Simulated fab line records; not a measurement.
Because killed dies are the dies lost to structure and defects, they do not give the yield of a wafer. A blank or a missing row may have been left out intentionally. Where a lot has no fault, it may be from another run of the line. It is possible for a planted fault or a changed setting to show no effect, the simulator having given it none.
Struck lot and sound lot, side by side    flow berkeley_cmos170    15 steps out of a route of 331
Sound: the wafers L964.2, L964.4, L964.6. Struck: wafers L976.2, L976.6 (left out: L976.1, a lot-mate that was not struck); the cause follows at the end.
At each step with rows: each side's tool, then ch and its chambers, then its first start. Under that, the readings that differ: sound wafers    struck wafers    difference of the means    sigmas: that difference in standard deviations of wafers without a fault.
alike: readings with means less than 2 such deviations apart, plus words and numbers identical on both sides. not compared: withheld readings, readings lacking a value on some wafer, bounds such as >300 that could conceal the same value, and numbers that have no deviation in the record and whose values overlap.
The two part at a step that has a row with sigmas, a row that says differs or no value, or rows on one side only. Numbers that have no deviation but don't overlap get no sigmas and don't part them. Lack of a reading on every wafer of one side parts them only where that side has two or more wafers.

first, 1 step without rows for these wafers: UCB170_M3_SOFTBAKE_06 (time 60 s).
UCB170_M3_STRIP_07: strips in O2.
  sound on plasma_asher-03 ch 1, day 8 11:39; struck on plasma_asher-01 ch 0, day 11 20:46
reading                      sound        struck   difference  sigmas
drypump_motor_current_A (A)  6.1 6.1 6.1  5.1 5.1  -1.0        -3
  alike: oes_product_au, strip_time_to_endpoint_s
  not compared: rf_hours_counter_h
then, 7 steps without rows for these wafers: UCB170_M3_STRIP_08 (strips KrF in DMSO, time 600 s); UCB170_M3_COAT_09; UCB170_M3_COAT_10 (resist thk 900 nm); UCB170_M3_SOFTBAKE_11 (time 60 s); UCB170_M3_EXPOSE_12 (exposes mask METAL3, target cd 700 nm); UCB170_M3_PEB_13; UCB170_M3_DEVELOP_14 (develop time 45 s).
UCB170_M3_CD_MEAS_15 targets a cd of 700 nm.
  struck on cd_sem-02, day 12 00:17; sound on cd_sem-01, day 8 13:08
  alike: cd_nm
UCB170_M3_OVL_MEAS_16:
  struck on overlay-01, day 12 00:25; sound on overlay-01, day 8 13:14
reading      sound   struck  difference  sigmas
M3_OVL (nm)  4 11 5  -6 -9   -14         -2
UCB170_M3_ETCH_17: etches BARC in N2/H2.
  sound on rie_diel-03 ch 0,2,3, day 8 13:16; struck on rie_diel-03 ch 2,3, day 12 00:26
  alike: drypump_motor_current_A, h2_flow_sccm, oes_product_au, throttle_valve_pct
UCB170_M3_METAL_ETCH_18: etches Al in Cl2/BCl3, stops on SiO2, target depth 1170 nm, time 195 s.
  sound on rie_metal-02 ch 0, day 8 13:19; struck on rie_metal-03 ch 0, day 12 00:29
reading         sound        struck           difference  sigmas
over_etch_frac  0.3 0.3 0.3  0.26535 0.26535  -0.03465    
  alike: drypump_motor_current_A, oes_product_au, throttle_valve_pct
  not compared: rf_hours_counter_h
UCB170_M3_STRIP_19: strips in O2.
  sound on plasma_asher-03 ch 0, day 8 13:30; struck on plasma_asher-01 ch 0,1, day 12 00:40
reading                sound              struck       difference  sigmas
oes_product_au (a.u.)  0.520 0.517 0.514  0.557 0.563  +0.043      +3
  alike: drypump_motor_current_A
  not compared: rf_hours_counter_h
UCB170_M3_PROBE_99:
  rows exist in the record for the sound wafers here (prober-01, day 8 13:53), none for the struck ones

== WHERE THEY PART ==
At UCB170_M3_STRIP_07 first; at UCB170_M3_PROBE_99 last (within this record only).

WHY: the cause the simulator had injected
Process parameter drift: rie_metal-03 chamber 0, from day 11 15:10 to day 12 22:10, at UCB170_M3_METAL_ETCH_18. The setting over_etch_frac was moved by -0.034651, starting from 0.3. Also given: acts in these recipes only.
